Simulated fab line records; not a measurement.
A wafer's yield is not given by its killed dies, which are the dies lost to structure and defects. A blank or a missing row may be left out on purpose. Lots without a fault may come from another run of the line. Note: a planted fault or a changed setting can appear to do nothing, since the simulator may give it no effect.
Which tool did it? | flow berkeley-cmos170 | Sampling: 7 lots, 21 wafers, 2 of 331 route steps

== WHAT THE GAUGES READ, wafer by wafer ==
UCB170_V1_THK_MEAS_01.
lot  | measured     | on            | V1_TEOS_THK (nm)
L697 | day 8 22:26  | film-metro-04 | 1986 2028 2011
L701 | day 9 19:19  | film-metro-01 | 1972 1990 2005
L702 | day 10 15:51 | film-metro-04 | 2014 1985 1992
L706 | day 11 10:50 | film-metro-03 | 1970 1987 1332
L712 | day 11 12:09 | film-metro-03 | 1992 1953 1999
L714 | day 11 21:04 | film-metro-01 | 1957 1941 1976
L719 | day 12 23:18 | film-metro-04 | 2014 2003 2008

== TOOL THAT RAN EACH LOT (tool first, then ch and the chambers of the sampled wafers, then the start) ==
lot  | UCB170_V1_CVD_00
L697 | pecvd-02 ch 1,2, day 8 22:16
L701 | pecvd-04 ch 1,2, day 9 19:08
L702 | pecvd-04 ch 0,2, day 10 15:42
L706 | pecvd-04 ch 0,1, day 11 10:39
L712 | pecvd-01 ch 0,1,2, day 11 11:59
L714 | pecvd-02 ch 1,2, day 11 20:54
L719 | pecvd-01 ch 0,1,2, day 12 23:08
- UCB170_V1_CVD_00: deposits SiO2 from TEOS/O2, target thk 2000 nm, time 250 s.

== THE ANSWER, worked out from the rows above alone ==
Rule: usual is defined by the lots themselves. The widest of any qualifying gaps counts: lots, ordered by their means at a reading, are off when they make up no more than a third of the lots, leave a main group of 4 or more, and stand apart from it by 3 or more times the standard deviation of that group's means. The tables above print the reading to a certain number of digits; a main group whose means all agree to those digits is not used. Also off: a lot with no number at a reading for which 4 or more lots have one. Where the step has rows for the other lots, those lots are counted as sound.
Off: at UCB170_V1_THK_MEAS_01 (V1_TEOS_THK), L706. The main group: mean 1990 nm, standard deviation 17.
If a tool, at a process step before that reading, ran all the lots that are off and no sound lot after the first of them, it fits. Gauges at UCB170_V1_THK_MEAS_01: tried the same way as those tools. One fits: pecvd-04 at UCB170_V1_CVD_00. Its last sound lot is L702 (day 10 15:42), its first lot that is off L706 (day 11 10:39): a fault that began between those two fits.

== WHAT THE SIMULATOR PUT IN ==
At UCB170_V1_CVD_00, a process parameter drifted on pecvd-04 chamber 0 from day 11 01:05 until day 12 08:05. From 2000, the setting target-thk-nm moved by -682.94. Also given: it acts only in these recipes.
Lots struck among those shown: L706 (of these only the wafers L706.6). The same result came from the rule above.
